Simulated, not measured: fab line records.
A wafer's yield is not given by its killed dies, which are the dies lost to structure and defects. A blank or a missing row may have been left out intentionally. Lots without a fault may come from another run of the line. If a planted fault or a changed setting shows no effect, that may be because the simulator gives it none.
Split-lot experiment | flow ritCmos | 23 wafers read from 5 lots, route of 202 steps

## SPLIT DETAILS
At RIT_FOX2_OXIDATION_00 (target thk 350.7 nm, ox time 1130 s), the setting tempC was moved away from the recipe's 1100 C on 20 of the 23 wafers read, by +0.9% to +2.2%. All remaining wafers had this setting at the recipe value.

The split's own step is where the reading is taken.

## THE READING
SiO2_of_FOX2_OXIDATION_00.thkNm (the simulator's own value, which no gauge read), in nm, at RIT_FOX2_OXIDATION_00 (target thk 350.7 nm, ox time 1130 s). There is no usual value for it anywhere in the file. Average 347.6 nm, standard deviation 2.3 nm, over the 3 wafers here run with the recipe.

wafer  | tool, chamber at the split | tempC as run, C | against the recipe | SiO2_of_FOX2_OXIDATION_00.thkNm, nm | against lot-mates on the recipe
L079.1 | -, -                       | 1124            | +2.2%              | 387.6                               | no lot-mate on the recipe
L079.2 | -, -                       | 1124            | +2.2%              | 385.1                               | no lot-mate on the recipe
L079.3 | -, -                       | 1124            | +2.2%              | 384.2                               | no lot-mate on the recipe
L079.4 | -, -                       | 1124            | +2.2%              | 388.5                               | no lot-mate on the recipe
L079.6 | -, -                       | 1124            | +2.2%              | 390.8                               | no lot-mate on the recipe
L080.1 | -, -                       | 1110            | +0.9%              | 365.7                               | no lot-mate on the recipe
L080.3 | -, -                       | 1110            | +0.9%              | 374.2                               | no lot-mate on the recipe
L080.4 | -, -                       | 1110            | +0.9%              | 375.7                               | no lot-mate on the recipe
L080.5 | -, -                       | 1110            | +0.9%              | 374.3                               | no lot-mate on the recipe
L080.6 | -, -                       | 1110            | +0.9%              | 365.5                               | no lot-mate on the recipe
L081.1 | -, -                       | 1120            | +1.8%              | 378                                 | no lot-mate on the recipe
L081.2 | -, -                       | 1120            | +1.8%              | 380.4                               | no lot-mate on the recipe
L081.3 | -, -                       | 1120            | +1.8%              | 375.7                               | no lot-mate on the recipe
L081.5 | -, -                       | 1120            | +1.8%              | 380.5                               | no lot-mate on the recipe
L081.6 | -, -                       | 1120            | +1.8%              | 381                                 | no lot-mate on the recipe
L083.1 | furnace-02, 0              | 1100            | recipe             | 345.1                               | -
L083.2 | furnace-02, 0              | 1100            | recipe             | 347                                 | -
L083.3 | furnace-02, 0              | 1100            | recipe             | 350.6                               | -
L084.1 | -, -                       | 1116            | +1.5%              | 383.4                               | no lot-mate on the recipe
L084.2 | -, -                       | 1116            | +1.5%              | 378.8                               | no lot-mate on the recipe
L084.3 | -, -                       | 1116            | +1.5%              | 385.5                               | no lot-mate on the recipe
L084.5 | -, -                       | 1116            | +1.5%              | 379                                 | no lot-mate on the recipe
L084.6 | -, -                       | 1116            | +1.5%              | 381.3                               | no lot-mate on the recipe

FIT RESULTS
A straight line over all 23 wafers: SiO2_of_FOX2_OXIDATION_00.thkNm changes by +16.6 nm for each +1% of tempC; r = +0.92; the points scatter about the line by 5 nm.
Too few moved wafers have a lot-mate on the recipe to fit a line with each lot's own level taken away.

## FILE'S OWN FIT
SiO2_of_FOX2_OXIDATION_00.thkNm changes by +16.6 nm for each +1% of tempC, r = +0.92.
